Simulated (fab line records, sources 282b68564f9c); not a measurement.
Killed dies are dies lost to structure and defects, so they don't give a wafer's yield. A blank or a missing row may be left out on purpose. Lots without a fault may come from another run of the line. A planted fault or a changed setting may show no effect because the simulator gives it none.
A struck lot beside a sound one | flow rit_cmos | 43 steps out of a route of 202
Sound: wafers L999.4, L999.5, L999.6. Struck: wafers L103.2, L103.3, L103.6. The cause comes at the end.
At each step with rows: each side's tool, then ch and its chambers, then its first start. Under that, the readings that differ: sound wafers | struck wafers | difference of the means | sigmas: that difference in standard deviations of wafers without a fault.
alike: readings whose means differ by less than 2 such deviations, and words and numbers that are the same on both sides. not compared: withheld readings, readings that some wafer has no value for, bounds like >300 that may hide the same value, and numbers for which the record gives no deviation and whose values overlap.
The two part at a step that has a row with sigmas, a row that says differs or no value, or rows on one side only. Numbers that don't overlap but have no deviation are shown without sigmas and don't part them. A reading that every wafer of one side lacks parts them only if that side has two wafers or more.

RIT_GATE_THK_MEAS_07:
  sound on film_metro-02, day 4 10:45; struck on film_metro-03, day 5 07:26
  alike: GATE_OXIDE_THK
then, 1 step without rows for these wafers: RIT_GATE_CVD_08 (deposits poly-Si from SiH4, target thk 250 nm, time 2220 s).
RIT_GATE_THK_MEAS_09:
  sound on film_metro-02, day 4 12:25; struck on film_metro-03, day 5 09:07
  alike: GATE_POLY_THK
then, 6 steps without rows for these wafers: RIT_GATE_HMDS_10 (prime time 60 s); RIT_GATE_COAT_11 (resist thk 850 nm); RIT_GATE_SOFTBAKE_12 (time 60 s); RIT_GATE_EXPOSE_13 (exposes mask M6, target cd 150 nm); RIT_GATE_PEB_14; RIT_GATE_DEVELOP_15 (develop time 50 s).
RIT_GATE_CD_MEAS_16: target cd 150 nm.
  sound on cd_sem-01, day 4 13:29; struck on cd_sem-02, day 5 10:12
  alike: cd_nm
RIT_GATE_OVL_MEAS_17:
  sound on overlay-01, day 4 13:34; struck on overlay-02, day 5 10:18
  alike: GATE_OVL
then, 1 step without rows for these wafers: RIT_GATE_HARDBAKE_18 (time 60 s).
RIT_GATE_ETCH_19: etches poly-Si in SF6/CHF3/O2, stops on SiO2, time 165 s, target depth 312.5 nm.
  sound on rie_si-02 ch 1,2,3, day 4 13:44; struck on rie_si-02 ch 0,1,3, day 5 10:29
  alike: drypump_motor_current_A, he_backside_leak_sccm, oes_product_au, throttle_valve_pct
  not compared: rf_hours_counter_h
RIT_GATE_STRIP_20: strips in O2, time 180 s.
  sound on plasma_asher-02 ch 0,1, day 4 13:54; struck on plasma_asher-02 ch 0,1, day 5 10:35
  alike: drypump_motor_current_A
  not compared: rf_hours_counter_h
RIT_GATE_CD_MEAS_90: target cd 150 nm.
  sound on cd_sem-01, day 4 14:05; struck on cd_sem-01, day 5 10:47
  alike: cd_nm
then, 4 steps without rows for these wafers: RIT_REOX_CLEAN_00 (cleans in SC1, time 600 s); RIT_REOX_CLEAN_01 (cleans in dHF, time 30 s); RIT_REOX_CLEAN_02 (cleans in SC2, time 600 s); RIT_REOX_OXIDATION_03 (target thk 25.2 nm, ox time 5580 s).
RIT_REOX_THK_MEAS_04:
  sound on film_metro-04, day 4 17:56; struck on film_metro-04, day 5 15:06
  alike: REOX_OXIDE_THK
then, 6 steps without rows for these wafers: RIT_NLDD_HMDS_00 (prime time 60 s); RIT_NLDD_COAT_01 (resist thk 1000 nm); RIT_NLDD_SOFTBAKE_02 (time 60 s); RIT_NLDD_EXPOSE_03 (exposes mask M7, target cd 40700 nm); RIT_NLDD_PEB_04; RIT_NLDD_DEVELOP_05 (develop time 50 s).
RIT_NLDD_OVL_MEAS_06:
  sound on overlay-02, day 4 18:58; struck on overlay-01, day 5 16:08
  alike: NLDD_OVL
then, 2 steps without rows for these wafers: RIT_NLDD_HARDBAKE_07 (time 60 s); RIT_NLDD_IMPLANT_08.
RIT_NLDD_STRIP_09: strips in O2, time 180 s.
  sound on plasma_asher-02 ch 0,1, day 4 19:20; struck on plasma_asher-04 ch 0,1, day 5 16:28
  alike: drypump_motor_current_A
  not compared: rf_hours_counter_h
RIT_NLDD_TW_MEAS_10:
  sound on film_metro-02, day 4 19:29; struck on film_metro-02, day 5 16:39
  alike: NLDD_TW
then, 6 steps without rows for these wafers: RIT_PLDD_HMDS_00 (prime time 60 s); RIT_PLDD_COAT_01 (resist thk 1000 nm); RIT_PLDD_SOFTBAKE_02 (time 60 s); RIT_PLDD_EXPOSE_03 (exposes mask M8, target cd 40900 nm); RIT_PLDD_PEB_04; RIT_PLDD_DEVELOP_05 (develop time 50 s).
RIT_PLDD_OVL_MEAS_06:
  sound on overlay-01, day 4 20:23; struck on overlay-02, day 5 17:33
  alike: PLDD_OVL
then, 2 steps without rows for these wafers: RIT_PLDD_HARDBAKE_07 (time 60 s); RIT_PLDD_IMPLANT_08.
RIT_PLDD_STRIP_09: strips in O2, time 180 s.
  sound on plasma_asher-04 ch 0,1, day 4 20:46; struck on plasma_asher-04 ch 0,1, day 5 17:59
  alike: drypump_motor_current_A
  not compared: rf_hours_counter_h
RIT_PLDD_TW_MEAS_10:
  sound on film_metro-03, day 4 20:54; struck on film_metro-02, day 5 18:10
  alike: PLDD_TW
RIT_M1_PROBE_99:
  sound on prober-02, day 5 11:35; struck on prober-02, day 6 08:32
  reading             | sound  | struck                                                                     | difference                   | sigmas
  hold                | - - -  | await_dispo/1.5h/release await_dispo/1.5h/release await_dispo/1.5h/release | no value on the sound wafers |
  killed_at_front_end | 2 14 6 | 18 28 37                                                                   | +20                          | +7
  killed_dies         | 2 14 7 | 18 28 37                                                                   | +20                          | +7
  killed_on_rim       | 0 2 2  | 9 12 10                                                                    | +9                           | +7
  alike: killed_at_M0_to_M3, killed_at_contacts, killed_open, killed_short

WHERE THEY PART
Only at RIT_M1_PROBE_99, within this record.

WHY: what the simulator had put in
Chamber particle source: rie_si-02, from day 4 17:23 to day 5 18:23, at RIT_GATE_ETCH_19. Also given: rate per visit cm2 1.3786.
